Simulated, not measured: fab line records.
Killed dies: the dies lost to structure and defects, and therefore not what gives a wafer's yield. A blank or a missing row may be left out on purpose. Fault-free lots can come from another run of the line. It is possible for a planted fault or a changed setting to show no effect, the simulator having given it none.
A lot that was struck, set against a sound lot -- flow berkeley cmos170 -- 13 steps out of a route of 331
Sound: the wafers L580.1, L580.3, L580.4. Wafers L573.2, L573.4, L573.5 were the ones struck. Last of all comes the cause.
For every step that has rows: the tool of each side, followed by ch and its chambers, followed by its first start. Under that, the readings that differ: sound wafers -- struck wafers -- difference of the means -- sigmas: that difference in standard deviations of wafers without a fault.
alike: readings whose means differ by less than 2 such deviations, and words and numbers that are the same on both sides. not compared: withheld readings, readings that some wafer has no value for, bounds like >300 that may hide the same value, and numbers for which the record gives no deviation and whose values overlap.
The two part at a step that has a row with sigmas, a row that says differs or no value, or rows on one side only. Non-overlapping numbers with no deviation appear without sigmas and do not part them. A reading missing from all wafers of one side parts the sides only when that side holds two or more wafers.

first, 5 steps without rows for these wafers: UCB170_NWELL_COAT_07 (resist thk 900 nm); UCB170_NWELL_SOFTBAKE_08 (time 60 s); UCB170_NWELL_EXPOSE_09 (exposes mask NWELL, target cd 3000 nm); UCB170_NWELL_PEB_10; UCB170_NWELL_DEVELOP_11 (develop time 45 s).
UCB170_NWELL_OVL_MEAS_12:
  sound on overlay-02 at day 5 06:07; struck on overlay-02 at day 3 18:15
  alike: NWELL_OVL
UCB170_NWELL_ETCH_13: etches Si3N4 in CH3F/Ar/O2, stops on SiO2, target depth 246.4 nm, time 154 s.
  sound on rie diel-04 ch 0,1,2, day 5 06:09; struck on rie diel-02 ch 0,1,3, day 3 18:17
  alike: CH3F_flow_sccm, O2_flow_sccm, drypump motor current A, oes product au, throttle valve pct
  not compared: rf hours counter h
following that, these wafers have no rows for 1 step: UCB170_NWELL_IMPLANT_14.
UCB170_NWELL_STRIP_15: strips in O2.
  sound on plasma asher-03 ch 0,1, day 5 06:25; struck on plasma asher-03 ch 0,1, day 3 18:32
  alike: drypump motor current A, oes product au, strip time to endpoint s
  not compared: rf hours counter h
UCB170_NWELL_TW_MEAS_16:
  sound on film metro-04 at day 5 06:31; struck on film metro-03 at day 3 18:38
  alike: NWELL_TW
then, 2 steps without rows for these wafers: UCB170_NWELL_CLEAN_17 (cleans in SPM, time 600 s); UCB170_NWELL_WET_ETCH_18 (etches Si3N4 in H3PO4, time 14400 s).
UCB170_NWELL_WET_ETCH_19: etches SiO2 in BOE, time 22 s.
  sound on wet bench-03 ch 1, day 5 11:04; struck on wet bench-02 ch 0, day 4 03:47
  no value came back on the struck wafers for bath heat duty pct (%), run length s (s), time s (s); on the sound wafers bath heat duty pct (%) reads 7.1 5.6 6.5

WHERE THEY PART
Only at UCB170_NWELL_WET_ETCH_19, as far as this record shows.

WHY: the cause the simulator had injected
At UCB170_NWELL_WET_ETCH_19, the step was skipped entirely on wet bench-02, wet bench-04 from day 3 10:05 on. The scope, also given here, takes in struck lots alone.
